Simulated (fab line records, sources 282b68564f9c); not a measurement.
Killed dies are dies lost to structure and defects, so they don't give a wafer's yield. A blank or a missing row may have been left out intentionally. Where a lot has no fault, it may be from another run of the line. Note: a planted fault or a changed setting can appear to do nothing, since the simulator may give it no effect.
fab line records	flow rit-cmos
record: lots: 6	wafers: 18	last-day: 7
route steps=202 shown PLDD@159 NLDD@160 SILICIDE@161 CONTACT@168 M1@202
lots untouched by any fault: they come from a run of this same line in which no faults occurred
start-h: hours from the record's opening day to when the first of the lot's shown wafers began	wait-h: hours from the lot's prior step to this one	" as in the row above	L1.1+2: several wafers, shown together as one row	- no value, or no start was given	* or withheld: withheld	< > ~ a bound
route shown NAME@n: a module of which the file shows steps, and the number in the route of the first	usual: average and standard deviation across the fault-free wafers	same: alike in all rows	chamber/n: place in a boat	sites: the reading at each site	_std_site: the standard deviation of these	_edge_site: outer sites' mean less inner sites'	radius-mm: how far each site lies from the wafer's centre	mask NAME#n: copy n	behind: tool/chamber where the wafer was last shaped	hold: why the lot went on hold/how many hours it stayed there/how the hold came to an end	device: whichever transistor did not switch (one of n, p or np)	end of line: the tests these same wafers got at the end of their route	a step with no rows: only its recipe	killed: not the wafer's yield, but the dies lost to structure and defects at the first sort	map: per-die view of a wafer (x killed, . not killed, _ where there is no die)
set.NAME: the setting the step ran with; set.NAME@STEP: the setting that earlier step ran with	model.NAME: the simulator's own value behind a step, which no gauge read
lots seen at some steps along the route; tables by step, rows by wafer
services: when a tool's chamber went out of use (start-h, in hours from the record's first day, below 0 if earlier), for how many hours, and the reason
== steps ==
step: RIT_SDANNEAL_RS_MEAS_06
recipe: thk-meas-gauge: four-point-probe
usual: PLDD_RS: 176.8/0.48
lot.wafer	tool	chamber	start-h	wait-h	PLDD_RS[ohm/sq]
L975.1	film-metro-02	-	59.51	0.1	177.6
L975.3	"	-	"	"	177.6
L975.5	"	-	"	"	177.4
L984.2	film-metro-03	-	107.92	0.1	177.2
L984.3	"	-	"	"	176.9
L984.5	"	-	"	"	177.8
L991.1	film-metro-02	-	140.99	0.1	177.3
L991.2	"	-	"	"	177.7
L991.4	"	-	"	"	177.2
L992.1	film-metro-03	-	144.84	0.1	176.9
L992.2	"	-	"	"	176.7
L992.3	"	-	"	"	176.6
L994.3	film-metro-02	-	159.36	0.1	176.6
L994.5	"	-	"	"	177.0
L994.6	"	-	"	"	176.8
L995.4	film-metro-04	-	163.73	0.1	176.9
L995.5	"	-	"	"	176.7
L995.6	"	-	"	"	176.6
step: RIT_SDANNEAL_RS_MEAS_07
recipe: thk-meas-gauge: four-point-probe
usual: NLDD_RS: 151.6/0.56
lot.wafer	tool	chamber	start-h	wait-h	NLDD_RS[ohm/sq]
L975.1	film-metro-02	-	59.63	0.1	151.9
L975.3	"	-	"	"	151.6
L975.5	"	-	"	"	152.4
L984.2	film-metro-03	-	108.04	0.1	151.8
L984.3	"	-	"	"	151.4
L984.5	"	-	"	"	151.0
L991.1	film-metro-02	-	141.11	0.1	151.8
L991.2	"	-	"	"	151.1
L991.4	"	-	"	"	151.7
L992.1	film-metro-03	-	144.96	0.1	151.6
L992.2	"	-	"	"	151.2
L992.3	"	-	"	"	151.7
L994.3	film-metro-02	-	159.48	0.1	152.0
L994.5	"	-	"	"	151.7
L994.6	"	-	"	"	151.8
L995.4	film-metro-04	-	163.85	0.1	151.8
L995.5	"	-	"	"	151.3
L995.6	"	-	"	"	151.2
step: RIT_SILICIDE_WET_ETCH_00
recipe: chemistry: BOE	target: SiO2	target-depth-nm: 14	time-s: 15	dry: n2-spin	dilution: 10:1	temp-c: 21.5
step: RIT_SILICIDE_SPUTTER_01
recipe: material: Ti	target-thk-nm: 30	power-w: 362.5	chamber-pressure-pa: 0.667	gas: Ar	time-s: 240	substrate-temp-c: 25
usual: throttle-valve-pct: 30.1/0.81
lot.wafer	tool	chamber	start-h	wait-h	throttle-valve-pct
L975.1	pvd-sputter-04	-	59.76	0.0	29.9
L975.3	"	-	"	"	29.7
L975.5	"	-	"	"	30.1
L984.2	pvd-sputter-02	-	108.15	0.0	29.0
L984.3	"	-	"	"	31.4
L984.5	"	-	"	"	28.6
L991.1	pvd-sputter-04	-	141.24	0.0	30.4
L991.2	"	-	"	"	29.8
L991.4	"	-	"	"	29.9
L992.1	pvd-sputter-02	-	145.09	0.0	31.1
L992.2	"	-	"	"	28.5
L992.3	"	-	"	"	30.0
L994.3	pvd-sputter-02	-	159.58	0.0	29.0
L994.5	"	-	"	"	29.9
L994.6	"	-	"	"	31.3
L995.4	pvd-sputter-04	-	163.94	0.0	30.5
L995.5	"	-	"	"	30.0
L995.6	"	-	"	"	30.0
step: RIT_SILICIDE_RS_MEAS_02
recipe: thk-meas-gauge: four-point-probe	reads: Ti_of_SILICIDE_SPUTTER_01
usual: SILICIDE_TI_RS: 45.6/0.58
lot.wafer	tool	chamber	start-h	wait-h	SILICIDE_TI_RS[ohm/sq]
L975.1	film-metro-01	-	59.91	0.1	46.0
L975.3	"	-	"	"	45.3
L975.5	"	-	"	"	46.4
L984.2	film-metro-01	-	108.32	0.1	46.5
L984.3	"	-	"	"	46.3
L984.5	"	-	"	"	46.5
L991.1	film-metro-01	-	141.39	0.1	45.4
L991.2	"	-	"	"	44.6
L991.4	"	-	"	"	45.3
L992.1	film-metro-01	-	145.24	0.1	45.7
L992.2	"	-	"	"	45.5
L992.3	"	-	"	"	45.7
L994.3	film-metro-01	-	159.77	0.1	46.3
L994.5	"	-	"	"	45.9
L994.6	"	-	"	"	45.9
L995.4	film-metro-01	-	164.15	0.1	46.3
L995.5	"	-	"	"	45.9
L995.6	"	-	"	"	46.6
step: RIT_SILICIDE_THK_MEAS_03
recipe: thk-meas-gauge: xrf	reads: Ti_of_SILICIDE_SPUTTER_01
usual: SILICIDE_TI_THK: 31.1/0.35
lot.wafer	tool	chamber	start-h	wait-h	SILICIDE_TI_THK[nm]
L975.1	film-metro-01	-	60.03	0.1	31.0
L975.3	"	-	"	"	31.4
L975.5	"	-	"	"	30.8
L984.2	film-metro-01	-	108.43	0.1	30.5
L984.3	"	-	"	"	30.6
L984.5	"	-	"	"	30.8
L991.1	film-metro-01	-	141.51	0.1	31.2
L991.2	"	-	"	"	31.8
L991.4	"	-	"	"	31.4
L992.1	film-metro-01	-	145.36	0.1	31.3
L992.2	"	-	"	"	31.2
L992.3	"	-	"	"	31.1
L994.3	film-metro-01	-	159.87	0.1	30.8
L994.5	"	-	"	"	31.0
L994.6	"	-	"	"	30.9
L995.4	film-metro-01	-	164.24	0.1	30.8
L995.5	"	-	"	"	30.9
L995.6	"	-	"	"	30.7
step: RIT_SILICIDE_RTA_04
recipe: temp-c: 650	time-s: 10	idle-temp-c: 25	ramp-up-s: 5	ramp-down-s: 5	cool-to-c: 25	ambient: N2
usual: anneal-temp-c-max: 654.2/0.68	wafer_temp_C_max: 653.3/1.1
lot.wafer	tool	chamber	start-h	wait-h	anneal-temp-c-max	wafer_temp_C_max
L975.1	rtp-anneal-02	0	60.09	0.1	655.8	651.8
L975.3	"	0	"	"	653.6	652.5
L975.5	"	0	"	"	653.1	652.7
L984.2	rtp-anneal-01	0	108.50	0.1	655.2	654.7
L984.3	"	0	"	"	654.9	654.6
L984.5	"	0	"	"	653.8	654.6
L991.1	rtp-anneal-02	0	141.57	0.1	653.3	651.9
L991.2	"	0	"	"	654.1	651.9
L991.4	"	0	"	"	654.8	652.7
L992.1	rtp-anneal-01	0	145.42	0.1	653.2	654.5
L992.2	"	0	"	"	653.1	653.9
L992.3	"	0	"	"	654.4	653.7
L994.3	rtp-anneal-01	0	159.93	0.1	653.7	653.9
L994.5	"	0	"	"	653.7	654.4
L994.6	"	0	"	"	654.2	656.6
L995.4	rtp-anneal-02	0	164.30	0.1	653.3	652.3
L995.5	"	0	"	"	653.5	653.3
L995.6	"	0	"	"	653.6	652.2
step: RIT_SILICIDE_WET_ETCH_05
recipe: chemistry: SPM	target: Ti	temp-c: 90	time-s: 120	dry: n2-spin
step: RIT_SILICIDE_RTA_06
recipe: temp-c: 750	time-s: 10	idle-temp-c: 25	ramp-up-s: 5	ramp-down-s: 10	cool-to-c: 25	ambient: N2
usual: anneal-temp-c-max: 754.6/0.75	wafer_temp_C_max: 753.6/1.2
lot.wafer	tool	chamber	start-h	wait-h	anneal-temp-c-max	wafer_temp_C_max
L975.1	rtp-anneal-01	0	60.20	0.0	754.6	753.8
L975.3	"	0	"	"	754.6	753.5
L975.5	"	0	"	"	755.2	754.8
L984.2	rtp-anneal-02	0	108.60	0.0	756.1	754.2
L984.3	"	0	"	"	754.6	752.5
L984.5	"	0	"	"	753.7	753.4
L991.1	rtp-anneal-01	0	141.68	0.0	754.9	755.0
L991.2	"	0	"	"	755.6	753.9
L991.4	"	0	"	"	755.1	755.9
L992.1	rtp-anneal-02	0	145.53	0.0	755.3	753.2
L992.2	"	0	"	"	756.4	754.4
L992.3	"	0	"	"	753.3	751.8
L994.3	rtp-anneal-02	0	160.04	0.0	754.6	753.2
L994.5	"	0	"	"	753.8	753.2
L994.6	"	0	"	"	754.0	753.3
L995.4	rtp-anneal-01	0	164.41	0.0	755.3	754.1
L995.5	"	0	"	"	754.8	756.5
L995.6	"	0	"	"	754.7	753.7
step: RIT_CONTACT_CVD_00
recipe: material: SiO2	target-thk-nm: 400	precursor: TEOS	temp-c: 390	time-s: 58.18	rf-w: 400
usual: heater-power-w: 313/54
lot.wafer	tool	chamber	start-h	wait-h	heater-power-w
L975.1	pecvd-03	1	60.27	0.1	377
L975.3	"	0	"	"	336
L975.5	"	2	"	"	412
L984.2	pecvd-03	2	108.66	0.0	403
L984.3	"	0	"	"	313
L984.5	"	1	"	"	406
L991.1	pecvd-02	1	141.75	0.1	287
L991.2	"	0	"	"	327
L991.4	"	0	"	"	328
L992.1	pecvd-04	2	145.60	0.1	246
L992.2	"	1	"	"	259
L992.3	"	0	"	"	297
L994.3	pecvd-02	2	160.08	0.0	270
L994.5	"	1	"	"	266
L994.6	"	2	"	"	284
L995.4	pecvd-04	1	164.47	0.0	240
L995.5	"	2	"	"	298
L995.6	"	1	"	"	247
step: RIT_CONTACT_THK_MEAS_01
recipe: reads: SiO2_of_CONTACT_CVD_00
usual: CONTACT_TEOS_THK: 382/5.2
lot.wafer	tool	chamber	start-h	wait-h	CONTACT_TEOS_THK[nm]
L975.1	film-metro-01	-	60.32	0.0	379
L975.3	"	-	"	"	380
L975.5	"	-	"	"	383
L984.2	film-metro-04	-	108.72	0.0	371
L984.3	"	-	"	"	377
L984.5	"	-	"	"	389
L991.1	film-metro-02	-	141.80	0.0	373
L991.2	"	-	"	"	386
L991.4	"	-	"	"	389
L992.1	film-metro-02	-	145.65	0.0	373
L992.2	"	-	"	"	379
L992.3	"	-	"	"	378
L994.3	film-metro-04	-	160.15	0.0	383
L994.5	"	-	"	"	387
L994.6	"	-	"	"	386
L995.4	film-metro-02	-	164.55	0.1	391
L995.5	"	-	"	"	385
L995.6	"	-	"	"	390
step: RIT_CONTACT_HMDS_02
recipe: prime-time-s: 60	prime-temp-c: 140
step: RIT_CONTACT_COAT_03
recipe: resist: NOVOLAK	spin-rpm: 3250	resist-thk-nm: 1000
usual: spin-speed-rpm: 3250.2/2.3
lot.wafer	tool	chamber	start-h	wait-h	spin-speed-rpm	model.NOVOLAK_of_CONTACT_COAT_03.thk-nm
L975.1	litho-track-02	0	60.53	0.1	3250.0	1000
L975.3	"	0	"	"	3248.6	999.7
L975.5	"	0	"	"	3250.1	1001
L984.2	litho-track-03	0	108.99	0.1	3249.6	1000
L984.3	"	0	"	"	3248.3	1001
L984.5	"	0	"	"	3250.6	998.8
L991.1	litho-track-03	0	142.01	0.1	3328.8	987.1
L991.2	"	0	"	"	3324.4	984.3
L991.4	"	0	"	"	3328.3	987.4
L992.1	litho-track-02	0	145.86	0.1	3250.3	1000
L992.2	"	0	"	"	3250.0	1001
L992.3	"	0	"	"	3253.7	1001
L994.3	litho-track-03	0	160.56	0.1	3327.2	987.5
L994.5	"	0	"	"	3326.1	985.6
L994.6	"	0	"	"	3326.2	985.8
L995.4	litho-track-02	0	164.80	0.1	3250.0	999
L995.5	"	0	"	"	3248.0	996
L995.6	"	0	"	"	3249.2	998.5
step: RIT_CONTACT_SOFTBAKE_04
recipe: resist: NOVOLAK	temp-c: 90	time-s: 60
step: RIT_CONTACT_EXPOSE_05
recipe: mask-id: M11	na: 0.6	source-shape: conventional	sigma-outer: 0.5	target-cd-nm: 1000	dose-mj: 250
step: RIT_CONTACT_PEB_06
recipe: resist: NOVOLAK	temp-c: withheld	time-s: withheld
step: RIT_CONTACT_DEVELOP_07
recipe: resist: NOVOLAK	develop-time-s: 120	dev-temp-c: 23
step: RIT_CONTACT_CD_MEAS_08
recipe: target-cd-nm: 1000
usual: cd-nm: 999.7/1.8
lot.wafer	tool	chamber	start-h	wait-h	cd-nm
L975.1	cd-sem-02	-	61.35	-	999.6
L975.3	"	-	"	"	1002.9
L975.5	"	-	"	"	1000.4
L984.2	cd-sem-01	-	109.82	-	998.5
L984.3	"	-	"	"	1000.5
L984.5	"	-	"	"	1000.8
L991.1	cd-sem-01	-	142.82	-	999.5
L991.2	"	-	"	"	997.2
L991.4	"	-	"	"	998.5
L992.1	cd-sem-02	-	146.67	-	1000.4
L992.2	"	-	"	"	997.4
L992.3	"	-	"	"	999.6
L994.3	cd-sem-01	-	161.49	-	1004.5
L994.5	"	-	"	"	1001.0
L994.6	"	-	"	"	1002.2
L995.4	cd-sem-01	-	165.73	-	1000.7
L995.5	"	-	"	"	998.0
L995.6	"	-	"	"	1000.1
step: RIT_CONTACT_OVL_MEAS_09
usual: CONTACT_OVL: -0.4/1.7
lot.wafer	tool	chamber	start-h	wait-h	CONTACT_OVL[nm]
L975.1	overlay-01	-	61.47	0.1	1.0
L975.3	"	-	"	"	-0.3
L975.5	"	-	"	"	0.1
L984.2	overlay-01	-	109.92	0.1	1.3
L984.3	"	-	"	"	1.8
L984.5	"	-	"	"	2.4
L991.1	overlay-01	-	142.94	0.1	-1.2
L991.2	"	-	"	"	-0.6
L991.4	"	-	"	"	0.6
L992.1	overlay-02	-	146.79	0.1	1.1
L992.2	"	-	"	"	2.3
L992.3	"	-	"	"	0.7
L994.3	overlay-01	-	161.58	0.1	-0.9
L994.5	"	-	"	"	-0.2
L994.6	"	-	"	"	-0.2
L995.4	overlay-01	-	165.81	0.1	-2.0
L995.5	"	-	"	"	-0.9
L995.6	"	-	"	"	-2.6
step: RIT_CONTACT_HARDBAKE_10
recipe: resist: NOVOLAK	temp-c: 140	time-s: 60
step: RIT_CONTACT_ETCH_11
recipe: target-depth-a: 4800	over-etch-frac: 0.2	stop-on: TiSi2	chemistry: CHF3/CF4/Ar	target: SiO2	CHF3_flow_sccm: 50	cf4-flow-sccm: 10	Ar_flow_sccm: 100	O2_flow_sccm: 5	pressure-mtorr: 100	rf-w: 200	time-s: 320
usual: drypump-motor-current-A: 5.9/0.39	mfc-ar-sccm: 100.0/0.31	oes-product-au: 0.990/0.0096	throttle-valve-pct: 8.89/0.14
same: over-etch-frac: 0.2
lot.wafer	tool	chamber	start-h	wait-h	drypump-motor-current-A	mfc-ar-sccm	oes-product-au	rf-hours-counter-h	throttle-valve-pct	model.NOVOLAK_of_CONTACT_COAT_03.thk-nm
L975.1	rie-diel-04	0	61.65	0.1	5.5	99.7	0.988	60	8.74	772.3
L975.3	"	2	"	"	5.1	100.2	0.976	90	9.02	769.6
L975.5	"	0	"	"	5.5	99.5	0.976	-	8.75	773.6
L984.2	rie-diel-02	3	110.10	0.1	6.6	100.1	0.999	11	8.76	770
L984.3	"	0	"	"	5.8	100.0	0.990	136	8.82	770
L984.5	"	2	"	"	5.9	99.7	0.986	-	9.13	766.9
L991.1	rie-diel-04	0	143.15	0.1	5.5	99.2	0.975	61	8.76	761.1
L991.2	"	1	"	"	5.9	100.1	0.995	89	8.93	756.6
L991.4	"	1	"	"	5.9	100.1	0.994	-	8.94	759.2
L992.1	rie-diel-03	1	146.98	0.1	6.0	100.1	0.986	130	9.04	769
L992.2	"	3	"	"	6.0	100.0	1.002	54	8.58	766.2
L992.3	"	2	"	"	5.1	100.2	0.999	6	8.87	766.2
L994.3	rie-diel-02	1	161.76	0.1	5.8	100.3	0.979	148	8.88	755.8
L994.5	"	1	"	"	5.8	100.0	0.992	-	8.89	754
L994.6	"	0	"	"	5.8	100.4	0.981	-	8.83	756
L995.4	rie-diel-04	3	165.97	0.1	6.0	100.2	0.971	0	8.82	770.2
L995.5	"	1	"	"	5.9	100.3	0.995	-	8.94	766.7
L995.6	"	2	"	"	5.2	100.1	0.989	-	9.05	770
step: RIT_CONTACT_STRIP_12
recipe: chemistry: O2	time-s: 180	resist: NOVOLAK	platen-temp-c: withheld	power-w: 500	pressure-mtorr: 4000	o2-flow-sccm: 4000
usual: drypump-motor-current-A: 5.71/0.19	o2-flow-sccm: 4000/13
lot.wafer	tool	chamber	start-h	wait-h	drypump-motor-current-A	o2-flow-sccm	rf-hours-counter-h
L975.1	plasma-asher-03	1	61.85	0.1	5.63	4012	41
L975.3	"	1	"	"	5.64	4003	-
L975.5	"	0	"	"	5.55	4017	-
L984.2	plasma-asher-04	0	110.30	0.1	5.94	4006	48
L984.3	"	1	"	"	5.68	3972	-
L984.5	"	0	"	"	5.93	3976	-
L991.1	plasma-asher-03	0	143.34	0.1	5.55	3992	3
L991.2	"	1	"	"	5.65	4020	3
L991.4	"	0	"	"	5.55	4000	-
L992.1	plasma-asher-03	0	147.17	0.1	5.55	3986	3
L992.2	"	1	"	"	5.65	4013	3
L992.3	"	1	"	"	5.65	4014	-
L994.3	plasma-asher-04	0	162.01	0.2	5.93	3994	-
L994.5	"	1	"	"	5.65	3988	-
L994.6	"	0	"	"	5.93	3989	-
L995.4	plasma-asher-03	1	166.23	0.2	5.67	3998	-
L995.5	"	1	"	"	5.63	3998	-
L995.6	"	0	"	"	5.54	3996	-
step: RIT_M1_PROBE_99
usual: killed-at-contacts: 0.1/0.23	killed-at-front-end: 6/3.1	killed-dies: 6/3.1	killed-open: 3.2/1.9	killed-short: 3.2/2.1
same: gross-dies: 264	killed_at_M0_to_M3: 0	killed_at_M4_up: 0	killed-at-back-side: 0	killed-at-other: 0
lot.wafer	tool	chamber	start-h	wait-h	killed-at-contacts	killed-at-front-end	killed-dies	killed-open	killed-short
L984.2	prober-02	-	115.15	0.1	0	10	10	3	7
L984.3	prober-02	-	115.20	0.2	0	13	13	4	9
L984.5	prober-02	-	115.30	0.2	0	5	5	4	1
L992.1	prober-01	-	159.64	0.8	0	3	3	1	2
L992.2	prober-01	-	159.69	0.8	0	3	3	3	0
L992.3	prober-01	-	159.74	0.8	0	9	9	4	5
L994.3	prober-02	-	166.88	0.2	0	7	7	6	1
L994.5	prober-02	-	166.98	0.2	0	8	8	6	2
L994.6	prober-02	-	167.03	0.2	1	6	7	3	4
killed by level:class
L984.2 GATE:geometric-particle:short=4 FOX1:geometric-particle:short=1 FOX2:geometric-particle:short=1 GATE:geometric-particle:open=1 REOX:geometric-particle:open=1 SILICIDE:geometric-particle:short=1 SILICIDE:geometric-particle:open=1
L984.3 GATE:geometric-particle:short=5 GATE:geometric-particle:open=3 SILICIDE:geometric-particle:short=2 FOX2:geometric-particle:short=1 SPACER:geometric-particle:short=1 SILICIDE:geometric-particle:open=1
L984.5 FOX2:geometric-particle:open=2 GATE:geometric-particle:open=2 GATE:geometric-particle:short=1
L992.1 FOX1:geometric-particle:short=1 GATE:geometric-particle:open=1 SILICIDE:geometric-particle:short=1
L992.2 GATE:geometric-particle:open=2 FOX1:geometric-particle:open=1
L992.3 GATE:geometric-particle:short=2 REOX:geometric-particle:open=2 REOX:geometric-particle:short=2 FOX1:geometric-particle:short=1 FOX2:geometric-particle:open=1 SILICIDE:geometric-particle:open=1
L994.3 REOX:geometric-particle:open=3 FOX1:geometric-particle:open=2 SPACER:geometric-particle:short=1 SILICIDE:geometric-particle:open=1
L994.5 GATE:geometric-particle:open=3 REOX:geometric-particle:open=2 FOX1:geometric-particle:open=1 FOX1:geometric-particle:short=1 SPACER:geometric-particle:short=1
L994.6 FOX1:geometric-particle:short=3 ACTIVE:geometric-particle:open=1 FOX1:geometric-particle:open=1 GATE:geometric-particle:open=1 CONTACT:geometric-particle:short=1
== services ==
tool	chamber	start-h	hours	kind
plasma-asher-03	-	44.25	10.6	repair
pvd-sputter-02	-	56.68	1.2	repair
rie-diel-03	1	65.39	15.9	repair
rie-diel-04	1	68.21	5.2	repair
pvd-sputter-02	-	76.87	2.5	repair
pvd-sputter-04	-	79.59	9.4	repair
rie-diel-03	1	90.83	2.7	repair
pvd-sputter-02	-	103.92	0.9	repair
rie-diel-02	-	107.92	1.0	repair
plasma-asher-03	-	108.75	9.0	pm
plasma-asher-03	0	108.75	9.0	vent-cycle
plasma-asher-03	1	108.75	9.0	vent-cycle
plasma-asher-03	0	117.75	-	clean
plasma-asher-03	1	117.75	-	clean
pvd-sputter-02	-	119.14	6.3	repair
plasma-asher-04	-	125.17	1.5	repair
rie-diel-04	3	126.21	-	clean
rie-diel-04	3	126.21	27.3	scheduled-down
rie-diel-04	3	126.21	27.3	vent-cycle
rie-diel-03	-	130.78	2.8	pm
pvd-sputter-02	-	152.63	1.1	repair
rie-diel-02	3	153.81	5.6	repair
rie-diel-02	1	164.93	-	clean
== key ==
first-sign: step: RIT_CONTACT_COAT_03	reading: spin-speed-rpm	direction: up	sigmas: 34	usual: 3250.2	struck: 3326.8
effect none on later readings
model-effect: step: RIT_CONTACT_COAT_03	value: NOVOLAK_of_CONTACT_COAT_03.thk-nm	without: 997.9	struck: 986.3
model-effect: step: RIT_CONTACT_ETCH_11	value: NOVOLAK_of_CONTACT_COAT_03.thk-nm	without: 767.3	struck: 757.1
met-at RIT_CONTACT_COAT_03
struck-wafers L991.1,L991.2,L991.4,L994.3,L994.5,L994.6
tester-left-out L991,L994
onset-between 108.99 142.01
fault: kind: process-parameter-drift	tool: litho-track-03	chamber: -	onset-h: 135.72	steps: RIT_CONTACT_COAT_03	channel: spin-rpm	offset: 77.314	shape: step	end-h: 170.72	acts-in: these-recipes-only	stated: 3250
tester-left-out: of these lots the tester's yield and bins aren't shown, on N5 and GAA mostly nor the transistor test; their killed dies are dies lost to structure and defects alone, not to doping, threshold or leakage, so they don't give the yield
